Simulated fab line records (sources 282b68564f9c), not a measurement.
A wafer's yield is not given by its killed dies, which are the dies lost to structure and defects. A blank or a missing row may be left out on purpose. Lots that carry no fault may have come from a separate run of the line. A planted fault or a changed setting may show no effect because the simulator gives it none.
Which tool was responsible? | flow rit_cmos | 42 wafers from 14 lots sampled at 6 of the route's 202 steps

== WHAT EACH GAUGE READ, for each wafer ==
RIT_ACTIVE_THK_MEAS_02.
lot  | measured    | on            | ACTIVE_OXIDE_THK (nm)
L229 | day 1 22:04 | film_metro-04 | 46.3 47.7 46.9
L230 | day 2 03:04 | film_metro-02 | 47.0 47.0 46.1
L231 | day 2 08:26 | film_metro-03 | 46.8 46.5 46.4
L232 | day 2 13:03 | film_metro-04 | 46.0 46.1 46.8
L233 | day 2 18:04 | film_metro-04 | 46.0 46.5 46.9
L235 | day 3 04:04 | film_metro-04 | 45.4 45.5 46.3
L236 | day 3 09:03 | film_metro-02 | 45.9 46.4 46.7
L238 | day 3 19:03 | film_metro-02 | 49.1 48.4 48.1
L239 | day 4 00:03 | film_metro-03 | 46.8 47.2 46.7
L241 | day 4 10:03 | film_metro-03 | 47.7 47.7 47.4
L244 | day 5 01:03 | film_metro-03 | 44.4 45.7 45.2
L246 | day 5 11:03 | film_metro-04 | 46.4 46.5 45.8
L249 | day 6 02:03 | film_metro-02 | 47.0 47.5 47.2
L250 | day 6 07:03 | film_metro-03 | 46.7 47.0 45.6

RIT_PWELL_TW_MEAS_10.
lot  | measured    | on            | PWELL_TW
L229 | day 2 09:35 | film_metro-01 | 943 944 943
L230 | day 2 14:53 | film_metro-01 | 941 955 945
L231 | day 2 19:59 | film_metro-01 | 951 947 942
L232 | day 3 00:18 | film_metro-01 | 943 940 942
L233 | day 3 04:44 | film_metro-03 | 963 951 958
L235 | day 3 14:40 | film_metro-01 | 950 947 942
L236 | day 3 20:46 | film_metro-01 | 945 941 934
L238 | day 4 05:55 | film_metro-04 | 947 945 948
L239 | day 4 10:44 | film_metro-03 | 949 949 950
L241 | day 4 22:07 | film_metro-03 | 954 953 953
L244 | day 5 12:02 | film_metro-04 | 910 907 914
L246 | day 5 22:07 | film_metro-01 | 908 911 906
L249 | day 6 13:11 | film_metro-01 | 946 945 947
L250 | day 6 17:42 | film_metro-04 | 957 959 956

RIT_WELLDRIVE_RS_MEAS_02: measurement is done with a four-point probe.
lot  | measured    | on            | PWELL_RS (ohm/sq)
L229 | day 2 14:51 | film_metro-04 | 430.7 433.1 431.1
L230 | day 2 20:16 | film_metro-03 | 429.7 429.8 430.9
L231 | day 3 01:15 | film_metro-03 | 430.2 431.8 431.1
L232 | day 3 05:46 | film_metro-04 | 432.2 431.8 432.0
L233 | day 3 10:00 | film_metro-01 | 425.6 425.8 426.1
L235 | day 3 19:56 | film_metro-04 | 429.1 430.8 430.1
L236 | day 4 02:01 | film_metro-03 | 428.9 428.8 430.1
L238 | day 4 11:10 | film_metro-01 | 431.0 429.6 430.2
L239 | day 4 16:00 | film_metro-03 | 429.3 429.8 428.5
L241 | day 5 03:23 | film_metro-04 | 430.8 431.0 429.8
L244 | day 5 17:17 | film_metro-01 | 467.2 470.2 468.9
L246 | day 6 03:24 | film_metro-01 | 466.1 467.0 468.1
L249 | day 6 18:39 | film_metro-01 | 427.7 428.0 428.4
L250 | day 6 23:44 | film_metro-03 | 427.0 426.5 426.9

RIT_NRETRO_OVL_MEAS_06.
lot  | measured    | on         | NRETRO_OVL (nm)
L229 | day 2 15:50 | overlay-01 | -0.7 -1.7 -1.2
L230 | day 2 21:23 | overlay-02 | 0.3 -0.7 -1.1
L231 | day 3 02:22 | overlay-02 | 0.2 2.3 -0.7
L232 | day 3 06:46 | overlay-01 | 0.0 -0.2 -0.6
L233 | day 3 10:59 | overlay-01 | 0.5 1.6 0.2
L235 | day 3 21:03 | overlay-02 | -2.3 -0.9 -0.6
L236 | day 4 03:01 | overlay-02 | -0.1 1.3 -0.4
L238 | day 4 12:18 | overlay-01 | 2.5 1.7 2.3
L239 | day 4 17:00 | overlay-01 | 1.4 1.8 0.2
L241 | day 5 04:23 | overlay-02 | 1.0 2.3 3.1
L244 | day 5 18:17 | overlay-01 | 1.1 -0.5 2.4
L246 | day 6 04:26 | overlay-02 | 2.5 0.3 0.5
L249 | day 6 19:46 | overlay-01 | 1.5 2.8 0.9
L250 | day 7 00:44 | overlay-01 | -0.5 0.2 -0.3

RIT_GATE_THK_MEAS_07.
lot  | measured    | on            | GATE_OXIDE_THK (nm)
L229 | day 2 21:09 | film_metro-02 | 3.03 3.05 2.97
L230 | day 3 01:32 | film_metro-02 | 3.05 3.08 3.09
L231 | day 3 06:58 | film_metro-01 | 2.96 2.99 2.91
L232 | day 3 11:11 | film_metro-02 | 2.94 2.96 3.05
L233 | day 3 15:54 | film_metro-02 | 2.89 2.90 2.93
L235 | day 4 02:10 | film_metro-02 | 3.12 2.97 3.00
L236 | day 4 07:54 | film_metro-01 | 3.01 3.03 3.00
L238 | day 4 18:07 | film_metro-02 | 2.93 2.97 2.90
L239 | day 4 21:16 | film_metro-03 | 2.94 2.96 2.93
L241 | day 5 08:32 | film_metro-02 | 3.00 2.96 2.95
L244 | day 5 22:42 | film_metro-01 | 3.03 2.97 3.06
L246 | day 6 08:28 | film_metro-03 | 2.96 3.11 2.96
L249 | day 6 23:53 | film_metro-01 | 3.12 3.07 3.06
L250 | day 7 06:08 | film_metro-03 | 2.96 3.00 2.91

== TOOL THAT RAN EACH LOT (tool first, then ch and the chambers of the sampled wafers, then the start) ==
lot  | RIT_PWELL_IMPLANT_08
L229 | implanter-04 ch 0, day 2 09:16
L230 | implanter-03 ch 0, day 2 14:35
L231 | implanter-01 ch 0, day 2 19:40
L232 | implanter-04 ch 0, day 2 23:58
L233 | implanter-04 ch 0, day 3 04:25
L235 | implanter-04 ch 0, day 3 14:22
L236 | implanter-04 ch 0, day 3 20:26
L238 | implanter-04 ch 0, day 4 05:35
L239 | implanter-03 ch 0, day 4 10:25
L241 | implanter-03 ch 0, day 4 21:47
L244 | implanter-04 ch 0, day 5 11:43
L246 | implanter-04 ch 0, day 5 21:48
L249 | implanter-01 ch 0, day 6 12:52
L250 | implanter-01 ch 0, day 6 17:23
- RIT_PWELL_IMPLANT_08

== WHAT THE TOOLS THEMSELVES READ (means of the sampled wafers that have a number; where no wafer has one, the mark that the record gives instead) ==
RIT_PWELL_IMPLANT_08.
lot  | tool         | dose_ions_cm2 | faraday_current_uA
L229 | implanter-04 | 7.007e+13     | 218
L230 | implanter-03 | 7.009e+13     | 228
L231 | implanter-01 | 7.005e+13     | 220
L232 | implanter-04 | 7.005e+13     | 225
L233 | implanter-04 | 7.000e+13     | 220
L235 | implanter-04 | 7.000e+13     | 218
L236 | implanter-04 | 7.005e+13     | 221
L238 | implanter-04 | 7.001e+13     | 220
L239 | implanter-03 | 6.994e+13     | 222
L241 | implanter-03 | 7.005e+13     | 225
L244 | implanter-04 | 6.079e+13     | 190
L246 | implanter-04 | 6.088e+13     | 192
L249 | implanter-01 | 6.999e+13     | 224
L250 | implanter-01 | 6.998e+13     | 219

== THE ANSWER, worked out from the rows above alone ==
Rule: what is usual is taken from the lots themselves. Put in order of their means at a reading, lots are off if they are a third of the lots or fewer, leave a main group of 4 or more, and stand apart from it by a gap of 3 or more times the standard deviation of the main group's means; of several such gaps the widest counts. A main group is skipped when, at the precision printed for the reading in the tables above, its means are all equal. Also off: a lot with no number at a reading for which 4 or more lots have one. The other lots that the step has rows for count as sound. After the gauges, taken in route order, come the tools' own readings; for these a lot's mean is taken, as printed above. The first step at which some lot is off is used, and at that step the reading that is off furthest; a lot without a number counts as furthest.
Off: L244, L246, at RIT_PWELL_TW_MEAS_10 (PWELL_TW). Mean 948 and standard deviation 5.3 in the main group.
If a tool, at a process step before that reading, ran all the lots that are off and no sound lot after the first of them, it fits. Not tried: the gauges at RIT_PWELL_TW_MEAS_10; whatever is off there is also off at RIT_PWELL_IMPLANT_08, on other tools, and gauge error can't account for it. One fits: RIT_PWELL_IMPLANT_08 on implanter-04. A fault onset in the window from L238 (day 4 05:35, its last sound lot) to L244 (day 5 11:43, its first lot off) fits.
The tool's own readings at RIT_PWELL_IMPLANT_08 bear it out: on the lots that are off they differ by more than 5 times the standard deviation of the sound lots' means. dose_ions_cm2 reads 6.084e+13 there against 7.002e+13 on the sound lots; faraday_current_uA reads 191 there against 222 on the sound lots.

== WHAT THE SIMULATOR PUT IN ==
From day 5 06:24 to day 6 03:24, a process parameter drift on implanter-04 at RIT_PWELL_IMPLANT_08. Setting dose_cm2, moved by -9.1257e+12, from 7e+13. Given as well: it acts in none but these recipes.
Shown lots that were struck: L244, L246. Same finding as the rule above.
